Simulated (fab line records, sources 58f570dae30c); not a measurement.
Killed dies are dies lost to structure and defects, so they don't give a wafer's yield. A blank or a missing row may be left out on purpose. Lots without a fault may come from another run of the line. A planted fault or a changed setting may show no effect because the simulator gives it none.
Chamber matching | flow berkeley_cmos170 | UCB170_CONTACT_ETCH_17 on rie_diel-03: 4 sister chambers
The step etches BARC in N2/H2. 4 wafers are shown with their chamber, then 7 later ones without.

WAFERS WITH THEIR CHAMBER
wafer  | chamber | throttle_valve_pct (%)
L154.4 | 3       | 13.22
L158.5 | 1       | 13.15
L160.2 | 2       | 13.24
L160.3 | 0       | 13.23

WAFERS WITHOUT THEIR CHAMBER
wafer  | throttle_valve_pct (%)
L160.4 | 13.23
L163.3 | 13.23
L163.4 | 13.24
L163.6 | 13.22
L165.1 | 13.14
L165.4 | 13.24
L165.6 | 13.23

WHICH CHAMBER EACH WENT THROUGH
wafer  | from the rows above | in truth
L160.4 | 0                   | 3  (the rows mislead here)
L163.3 | 0                   | 0
L163.4 | 2                   | 2
L163.6 | 3                   | 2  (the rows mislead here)
L165.1 | 1                   | 1
L165.4 | 2                   | 2
L165.6 | 0                   | 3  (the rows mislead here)
Placed correctly: 4 of 7. Can't be placed from these rows: 0. Placed wrongly: 3.
How it was worked out, from the rows above alone: a wafer's distance from a chamber is the root of the sum, over the readings, of the square of ((its reading less the chamber's mean) divided by the reading's scatter). The wafer belongs to the nearest chamber; if the next one is less than 2 further off, it can't be placed. A chamber's mean is the mean of its shown wafers. The scatter: with one shown wafer a chamber, the root of the mean of the squares of how far each hidden wafer lies from its nearest shown one.
